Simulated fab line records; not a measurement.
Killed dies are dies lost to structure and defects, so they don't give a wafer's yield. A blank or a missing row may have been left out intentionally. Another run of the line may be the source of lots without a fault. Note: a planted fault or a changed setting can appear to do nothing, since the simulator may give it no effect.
The tool behind it: which one? || flow rit_cmos || Sampling: 14 lots, 42 wafers, 2 of 202 route steps

## WHAT THE GAUGES SHOWED, per wafer
RIT_GATE_THK_MEAS_09.
{"lot": "L816", "measured": "day 2 16:03", "on": "film_metro-03", "GATE_POLY_THK (nm)": "248.9 251.1 250.7"}
{"lot": "L817", "measured": "day 2 20:41", "on": "film_metro-03", "GATE_POLY_THK (nm)": "252.0 249.6 251.1"}
{"lot": "L818", "measured": "day 3 02:17", "on": "film_metro-03", "GATE_POLY_THK (nm)": "250.0 250.7 248.2"}
{"lot": "L820", "measured": "day 3 15:59", "on": "film_metro-01", "GATE_POLY_THK (nm)": "246.4 248.5 249.7"}
{"lot": "L821", "measured": "day 3 18:29", "on": "film_metro-01", "GATE_POLY_THK (nm)": "243.8 247.8 246.4"}
{"lot": "L822", "measured": "day 3 22:04", "on": "film_metro-03", "GATE_POLY_THK (nm)": "245.8 245.1 247.4"}
{"lot": "L824", "measured": "day 4 10:01", "on": "film_metro-03", "GATE_POLY_THK (nm)": "250.0 250.9 248.3"}
{"lot": "L825", "measured": "day 4 13:37", "on": "film_metro-03", "GATE_POLY_THK (nm)": "245.2 246.2 245.8"}
{"lot": "L826", "measured": "day 4 19:02", "on": "film_metro-01", "GATE_POLY_THK (nm)": "252.9 252.2 252.4"}
{"lot": "L828", "measured": "day 5 09:05", "on": "film_metro-02", "GATE_POLY_THK (nm)": "250.6 251.5 249.7"}
{"lot": "L829", "measured": "day 5 11:01", "on": "film_metro-03", "GATE_POLY_THK (nm)": "249.5 251.5 252.1"}
{"lot": "L832", "measured": "day 6 03:10", "on": "film_metro-03", "GATE_POLY_THK (nm)": "247.7 249.0 249.8"}
{"lot": "L836", "measured": "day 6 20:09", "on": "film_metro-03", "GATE_POLY_THK (nm)": "209.3 209.8 212.2"}
{"lot": "L838", "measured": "day 7 07:23", "on": "film_metro-02", "GATE_POLY_THK (nm)": "209.4 210.9 212.0"}

## WHICH TOOL RAN EACH LOT (tool, then ch and the chambers of the sampled wafers, then the start)
{"lot": "L816", "RIT_GATE_CVD_08": "lpcvd-02 ch 1, day 2 14:25"}
{"lot": "L817", "RIT_GATE_CVD_08": "lpcvd-01 ch 1, day 2 19:04"}
{"lot": "L818", "RIT_GATE_CVD_08": "lpcvd-02 ch 0, day 3 00:41"}
{"lot": "L820", "RIT_GATE_CVD_08": "lpcvd-02 ch 0, day 3 14:22"}
{"lot": "L821", "RIT_GATE_CVD_08": "lpcvd-01 ch 1, day 3 16:51"}
{"lot": "L822", "RIT_GATE_CVD_08": "lpcvd-02 ch 1, day 3 20:26"}
{"lot": "L824", "RIT_GATE_CVD_08": "lpcvd-02 ch 1, day 4 08:24"}
{"lot": "L825", "RIT_GATE_CVD_08": "lpcvd-02 ch 0, day 4 12:00"}
{"lot": "L826", "RIT_GATE_CVD_08": "lpcvd-01 ch 0, day 4 17:24"}
{"lot": "L828", "RIT_GATE_CVD_08": "lpcvd-01 ch 0, day 5 07:26"}
{"lot": "L829", "RIT_GATE_CVD_08": "lpcvd-01 ch 1, day 5 09:23"}
{"lot": "L832", "RIT_GATE_CVD_08": "lpcvd-02 ch 0, day 6 01:33"}
{"lot": "L836", "RIT_GATE_CVD_08": "lpcvd-02 ch 1, day 6 18:32"}
{"lot": "L838", "RIT_GATE_CVD_08": "lpcvd-02 ch 1, day 7 05:45"}
- RIT_GATE_CVD_08: deposits poly-Si from SiH4, target thk 250 nm, time 2220 s.

## WHAT THE TOOLS THEMSELVES READ (means of the sampled wafers that have a number; where no wafer has one, the mark that the record gives instead)
RIT_GATE_CVD_08.
{"lot": "L816", "tool": "lpcvd-02", "spike_tc_centre_C (C)": 611.6, "spike_tc_load_C (C)": 629.4, "spike_tc_source_C (C)": 628.8, "susceptor_temp_C (C)": 609.95}
{"lot": "L817", "tool": "lpcvd-01", "spike_tc_centre_C (C)": 610.8, "spike_tc_load_C (C)": 634.4, "spike_tc_source_C (C)": 633.6, "susceptor_temp_C (C)": 609.70}
{"lot": "L818", "tool": "lpcvd-02", "spike_tc_centre_C (C)": 613.2, "spike_tc_load_C (C)": 631.6, "spike_tc_source_C (C)": 625.9, "susceptor_temp_C (C)": 610.00}
{"lot": "L820", "tool": "lpcvd-02", "spike_tc_centre_C (C)": 613.2, "spike_tc_load_C (C)": 632.0, "spike_tc_source_C (C)": 624.3, "susceptor_temp_C (C)": 610.08}
{"lot": "L821", "tool": "lpcvd-01", "spike_tc_centre_C (C)": 611.5, "spike_tc_load_C (C)": 635.0, "spike_tc_source_C (C)": 632.7, "susceptor_temp_C (C)": 609.90}
{"lot": "L822", "tool": "lpcvd-02", "spike_tc_centre_C (C)": 610.9, "spike_tc_load_C (C)": 629.8, "spike_tc_source_C (C)": 628.5, "susceptor_temp_C (C)": 610.13}
{"lot": "L824", "tool": "lpcvd-02", "spike_tc_centre_C (C)": 611.2, "spike_tc_load_C (C)": 630.2, "spike_tc_source_C (C)": 628.4, "susceptor_temp_C (C)": 610.32}
{"lot": "L825", "tool": "lpcvd-02", "spike_tc_centre_C (C)": 613.8, "spike_tc_load_C (C)": 631.6, "spike_tc_source_C (C)": 625.6, "susceptor_temp_C (C)": 609.79}
{"lot": "L826", "tool": "lpcvd-01", "spike_tc_centre_C (C)": 612.8, "spike_tc_load_C (C)": 629.9, "spike_tc_source_C (C)": 629.5, "susceptor_temp_C (C)": 610.06}
{"lot": "L828", "tool": "lpcvd-01", "spike_tc_centre_C (C)": 613.0, "spike_tc_load_C (C)": 629.7, "spike_tc_source_C (C)": 629.3, "susceptor_temp_C (C)": 610.14}
{"lot": "L829", "tool": "lpcvd-01", "spike_tc_centre_C (C)": 610.6, "spike_tc_load_C (C)": 634.8, "spike_tc_source_C (C)": 632.9, "susceptor_temp_C (C)": 609.77}
{"lot": "L832", "tool": "lpcvd-02", "spike_tc_centre_C (C)": 613.9, "spike_tc_load_C (C)": 631.0, "spike_tc_source_C (C)": 625.7, "susceptor_temp_C (C)": 609.95}
{"lot": "L836", "tool": "lpcvd-02", "spike_tc_centre_C (C)": 604.3, "spike_tc_load_C (C)": 621.6, "spike_tc_source_C (C)": 621.5, "susceptor_temp_C (C)": 603.15}
{"lot": "L838", "tool": "lpcvd-02", "spike_tc_centre_C (C)": 604.4, "spike_tc_load_C (C)": 622.1, "spike_tc_source_C (C)": 621.9, "susceptor_temp_C (C)": 603.34}

## THE ANSWER, worked out from the rows above alone
Rule: usual is defined by the lots themselves. Put in order of their means at a reading, lots are off if they are a third of the lots or fewer, leave a main group of 4 or more, and stand apart from it by a gap of 3 or more times the standard deviation of the main group's means; of several such gaps the widest counts. If all means in a main group match to the digits the tables above print for the reading, that group is not used. A lot without any number at a reading at which 4 lots or more have one is off too. Where the step has rows for the other lots, those lots are counted as sound. After the gauges, taken in route order, come the tools' own readings; for these a lot's mean is taken, as printed above. At the first step where some lot is off, the reading lying furthest off is the one used; lots without a number count as furthest.
Off: at RIT_GATE_THK_MEAS_09 (GATE_POLY_THK), L836, L838. The main group has a mean of 249.1 nm with a standard deviation of 2.1.
A tool fits if, at a process step before that reading, it ran every lot that is off, and no sound lot after the first of them. The gauges at RIT_GATE_THK_MEAS_09 aren't tried: what is off there is off at RIT_GATE_CVD_08 too, on other tools, and a gauge's error can't cause that. One fits: RIT_GATE_CVD_08 on lpcvd-02. Its last sound lot is L832 (day 6 01:33), its first lot that is off L836 (day 6 18:32): a fault that began between those two fits.
The tool's own readings at RIT_GATE_CVD_08 bear it out: on the lots that are off they differ by more than 5 times the standard deviation of the sound lots' means. spike_tc_centre_C reads 604.3 C there against 612.2 C on the sound lots; susceptor_temp_C reads 603.25 C there against 609.98 C on the sound lots.

## WHAT THE SIMULATOR HAD PUT IN
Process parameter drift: lpcvd-02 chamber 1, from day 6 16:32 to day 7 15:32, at RIT_GATE_CVD_08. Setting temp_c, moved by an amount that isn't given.
Shown lots that were struck: L836, L838. The rule above found the same.
